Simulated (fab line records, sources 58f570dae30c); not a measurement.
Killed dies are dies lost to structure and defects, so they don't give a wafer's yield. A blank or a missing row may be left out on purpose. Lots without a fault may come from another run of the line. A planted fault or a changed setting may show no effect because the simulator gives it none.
Tool commonality check | flow berkeley_cmos170 | 15 lots, 45 wafers sampled

WHY IT WAS OPENED
At UCB170_PVT_TW_MEAS_09 the reading PVT_TW is flagged on 3 of 15 lots. Wafers without a fault read 509, standard deviation 4.5.
Rule: a lot is flagged when every wafer of it that has a number lies more than 4 standard deviations from that mean, or none has a number. The other lots count as sound.

lot  | measured     | on            | PVT_TW, wafer by wafer | flag
L255 | day 5 21:51  | film_metro-04 | 507 508 507            |
L254 | day 5 21:55  | film_metro-03 | 507 510 509            |
L256 | day 6 03:41  | film_metro-03 | 504 507 509            |
L261 | day 7 13:11  | film_metro-04 | 510 505 508            |
L260 | day 7 13:35  | film_metro-01 | 515 515 516            |
L263 | day 7 20:10  | film_metro-04 | 505 506 505            |
L262 | day 7 20:10  | film_metro-01 | 514 513 513            |
L266 | day 8 07:32  | film_metro-01 | 516 519 519            |
L265 | day 8 07:46  | film_metro-01 | 516 518 517            |
L267 | day 8 16:40  | film_metro-04 | 506 507 504            |
L269 | day 9 01:08  | film_metro-04 | 506 506 505            |
L270 | day 9 01:29  | film_metro-04 | 31 31 31               | FLAGGED
L273 | day 10 01:29 | film_metro-04 | 31 31 30               | FLAGGED
L274 | day 10 01:45 | film_metro-03 | 31 31 31               | FLAGGED
L277 | day 10 03:49 | film_metro-04 | 503 504 505            |
The numbers of the flagged lots are 31 on average: -478 against the usual, or -99 or more standard deviations.

WHICH TOOL RAN EACH LOT
The record holds 1 process step before the reading, out of a route of 331 steps. In each cell: the tool, then ch and the chambers that the sampled wafers went through, then the start.
lot  | flag    | UCB170_PVT_DEVELOP_05
L255 |         | litho_track-03 ch 0, day 5 21:00
L254 |         | litho_track-01 ch 0, day 5 21:00
L256 |         | litho_track-02 ch 0, day 6 03:00
L261 |         | litho_track-03 ch 0, day 7 12:00
L260 |         | litho_track-01 ch 0, day 7 13:00
L263 |         | litho_track-03 ch 0, day 7 19:00
L262 |         | litho_track-02 ch 0, day 7 19:00
L266 |         | litho_track-03 ch 0, day 8 07:00
L265 |         | litho_track-01 ch 0, day 8 07:00
L267 |         | litho_track-01 ch 0, day 8 16:00
L269 |         | litho_track-02 ch 0, day 9 00:00
L270 | FLAGGED | litho_track-01 ch 0, day 9 01:00
L273 | FLAGGED | litho_track-01 ch 0, day 10 01:00
L274 | FLAGGED | litho_track-01 ch 0, day 10 01:00
L277 |         | litho_track-03 ch 0, day 10 03:00
What these steps do:
- UCB170_PVT_DEVELOP_05: develop time 45 s.
- UCB170_PVT_TW_MEAS_09

FLAGGED OVER TOTAL, TOOL BY TOOL (the gauges that took the reading come last)
step                  | tool           | lots run | flagged | share of the flagged lots | sound lots run after its first flagged lot
UCB170_PVT_DEVELOP_05 | litho_track-01 | 7        | 3       | all                       | 0
UCB170_PVT_DEVELOP_05 | litho_track-02 | 3        | 0       | none                      | -
UCB170_PVT_DEVELOP_05 | litho_track-03 | 5        | 0       | none                      | -
UCB170_PVT_TW_MEAS_09 | film_metro-01  | 4        | 0       | none                      | -
UCB170_PVT_TW_MEAS_09 | film_metro-03  | 3        | 1       | some                      | 0
UCB170_PVT_TW_MEAS_09 | film_metro-04  | 8        | 2       | some                      | 1 (L277)

WHAT THE TABLE ALLOWS
1 row of the table ran every flagged lot: litho_track-01 at UCB170_PVT_DEVELOP_05.
- litho_track-01 at UCB170_PVT_DEVELOP_05: 3 of its 7 lots flagged. Its last sound lot is L267 (day 8 16:00), its first flagged lot L270 (day 9 01:00): a fault that began between those two fits.
One tool is left: litho_track-01 at UCB170_PVT_DEVELOP_05.

WHAT THE SIMULATOR HAD PUT IN
Process parameter drift: litho_track-01, from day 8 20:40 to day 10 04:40, at UCB170_PVT_DEVELOP_05. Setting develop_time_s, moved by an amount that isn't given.
Lots struck among those shown: L270, L273, L274. The rule above found the same.
